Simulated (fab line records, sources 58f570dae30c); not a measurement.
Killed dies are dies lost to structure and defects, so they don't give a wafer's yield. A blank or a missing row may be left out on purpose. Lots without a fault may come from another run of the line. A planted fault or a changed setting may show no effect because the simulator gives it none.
Tool commonality check | flow berkeley_cmos170 | 14 lots, 42 wafers sampled

WHY IT WAS OPENED
At UCB170_SDANNEAL_RS_MEAS_03 the reading NSD_RS is flagged on 2 of 14 lots. Wafers without a fault read 37.66 ohm/sq, standard deviation 0.093.
Rule: a lot is flagged when every wafer of it that has a number lies more than 4 standard deviations from that mean, or none has a number. The other lots count as sound.

lot  | measured     | on            | NSD_RS (ohm/sq), wafer by wafer | flag
L931 | day 7 17:55  | film_metro-03 | 37.63 37.51 37.66               |
L932 | day 7 19:59  | film_metro-02 | 37.63 37.66 37.78               |
L933 | day 8 09:40  | film_metro-03 | 37.57 37.48 37.45               |
L936 | day 8 17:28  | film_metro-04 | 37.70 37.78 37.80               |
L934 | day 8 17:40  | film_metro-02 | 37.63 37.62 37.60               |
L935 | day 8 17:49  | film_metro-03 | 37.58 37.48 37.64               |
L939 | day 9 09:52  | film_metro-02 | 37.67 37.57 37.68               |
L938 | day 9 10:14  | film_metro-04 | 37.78 37.78 37.75               |
L948 | day 11 06:34 | film_metro-03 | 36.25 36.18 36.28               | FLAGGED
L950 | day 12 14:41 | film_metro-03 | 37.53 37.62 37.66               |
L949 | day 12 14:43 | film_metro-04 | 36.42 36.41 36.52               | FLAGGED
L952 | day 13 02:41 | film_metro-04 | 37.76 37.69 37.76               |
L954 | day 13 10:24 | film_metro-03 | 37.53 37.48 37.51               |
L953 | day 13 10:52 | film_metro-02 | 37.70 37.68 37.67               |
The numbers of the flagged lots are 36.34 ohm/sq on average: -1.32 ohm/sq against the usual, or -14 standard deviations.

WHICH TOOL RAN EACH LOT
The record holds 2 process steps before the reading, out of a route of 331 steps. In each cell: the tool, then ch and the chambers that the sampled wafers went through, then the start.
lot  | flag    | UCB170_NSD_IMPLANT_08           | UCB170_NSD_STRIP_09
L931 |         | implanter-04 ch 0, day 7 14:03  | plasma_asher-02 ch 0,1, day 7 14:12
L932 |         | implanter-01 ch 0, day 7 14:17  | plasma_asher-04 ch 0,1, day 7 14:25
L933 |         | implanter-04 ch 0, day 8 07:59  | plasma_asher-02 ch 0,1, day 8 08:07
L936 |         | implanter-01 ch 0, day 8 16:01  | plasma_asher-02 ch 0,1, day 8 16:10
L934 |         | implanter-04 ch 0, day 8 16:08  | plasma_asher-03 ch 0,1, day 8 16:17
L935 |         | implanter-01 ch 0, day 8 16:22  | plasma_asher-02 ch 0,1, day 8 16:31
L939 |         | implanter-04 ch 0, day 9 07:54  | plasma_asher-03 ch 0, day 9 08:03
L938 |         | implanter-01 ch 0, day 9 08:12  | plasma_asher-02 ch 0,1, day 9 08:20
L948 | FLAGGED | implanter-04 ch 0, day 11 04:56 | plasma_asher-02 ch 0,1, day 11 05:04
L950 |         | implanter-02 ch 0, day 12 11:07 | plasma_asher-02 ch 0,1, day 12 11:16
L949 | FLAGGED | implanter-04 ch 0, day 12 10:46 | plasma_asher-04 ch 0,1, day 12 10:53
L952 |         | implanter-02 ch 0, day 12 19:58 | plasma_asher-03 ch 0,1, day 12 20:07
L954 |         | implanter-01 ch 0, day 13 05:19 | plasma_asher-02 ch 0,1, day 13 05:26
L953 |         | implanter-02 ch 0, day 13 04:44 | plasma_asher-02 ch 0,1, day 13 04:53
What these steps do:
- UCB170_NSD_IMPLANT_08
- UCB170_NSD_STRIP_09: strips in O2.
- UCB170_SDANNEAL_RS_MEAS_03: measures by four-point-probe.

FLAGGED OVER TOTAL, TOOL BY TOOL (the gauges that took the reading come last)
step                       | tool            | lots run | flagged | share of the flagged lots | sound lots run after its first flagged lot
UCB170_NSD_IMPLANT_08      | implanter-01    | 5        | 0       | none                      | -
UCB170_NSD_IMPLANT_08      | implanter-02    | 3        | 0       | none                      | -
UCB170_NSD_IMPLANT_08      | implanter-04    | 6        | 2       | all                       | 0
UCB170_NSD_STRIP_09        | plasma_asher-02 | 9        | 1       | some                      | 3 (L950,L953,L954)
UCB170_NSD_STRIP_09        | plasma_asher-03 | 3        | 0       | none                      | -
UCB170_NSD_STRIP_09        | plasma_asher-04 | 2        | 1       | some                      | 0
UCB170_SDANNEAL_RS_MEAS_03 | film_metro-02   | 4        | 0       | none                      | -
UCB170_SDANNEAL_RS_MEAS_03 | film_metro-03   | 6        | 1       | some                      | 2 (L950,L954)
UCB170_SDANNEAL_RS_MEAS_03 | film_metro-04   | 4        | 1       | some                      | 1 (L952)

WHAT THE TABLE ALLOWS
1 row of the table ran every flagged lot: implanter-04 at UCB170_NSD_IMPLANT_08.
- implanter-04 at UCB170_NSD_IMPLANT_08: 2 of its 6 lots flagged. Its last sound lot is L939 (day 9 07:54), its first flagged lot L948 (day 11 04:56): a fault that began between those two fits. Its own readings lie more than 4 standard deviations out on every wafer of the flagged lots: beam_energy_keV.
One tool is left: implanter-04 at UCB170_NSD_IMPLANT_08.

WHAT THE SIMULATOR HAD PUT IN
Process parameter drift: implanter-04, from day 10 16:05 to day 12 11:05, at UCB170_NSD_IMPLANT_08. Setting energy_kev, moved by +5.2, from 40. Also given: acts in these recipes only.
Lots struck among those shown: L948, L949. The rule above found the same.
